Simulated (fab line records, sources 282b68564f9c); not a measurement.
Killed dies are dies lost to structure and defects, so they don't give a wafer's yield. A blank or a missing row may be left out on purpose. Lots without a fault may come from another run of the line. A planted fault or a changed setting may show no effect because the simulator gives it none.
Which tool did it? | flow rit_cmos | 7 lots, 21 wafers sampled, at 1 step of a route of 202

WHAT THE GAUGES READ, wafer by wafer
RIT_PSD_OVL_MEAS_06.
lot  | measured    | on         | PSD_OVL (nm)
L167 | day 3 20:07 | overlay-01 | -0.5 -1.8 -2.5
L170 | day 4 15:01 | overlay-01 | 2.0 2.0 2.1
L172 | day 5 00:31 | overlay-01 | 0.9 1.7 0.1
L174 | day 5 10:40 | overlay-02 | 0.2 1.0 2.3
L180 | day 6 12:19 | overlay-01 | 0.4 1.5 -0.2
L186 | day 7 19:04 | overlay-02 | -1.9 -4.4 -4.1
L188 | day 8 05:27 | overlay-02 | -0.7 -1.1 -0.8

WHICH TOOL RAN EACH LOT (tool, then ch and the chambers of the sampled wafers, then the start)
The record holds no process step before these readings.

THE ANSWER, worked out from the rows above alone
Rule: what is usual is taken from the lots themselves. Put in order of their means at a reading, lots are off if they are a third of the lots or fewer, leave a main group of 4 or more, and stand apart from it by a gap of 3 or more times the standard deviation of the main group's means; of several such gaps the widest counts. A main group whose means are all the same, to the digits that the tables above print for the reading, isn't used. A lot without any number at a reading at which 4 lots or more have one is off too. The other lots that the step has rows for count as sound.
No lot is off at any reading shown: from this, nothing can be told.

WHAT THE SIMULATOR HAD PUT IN
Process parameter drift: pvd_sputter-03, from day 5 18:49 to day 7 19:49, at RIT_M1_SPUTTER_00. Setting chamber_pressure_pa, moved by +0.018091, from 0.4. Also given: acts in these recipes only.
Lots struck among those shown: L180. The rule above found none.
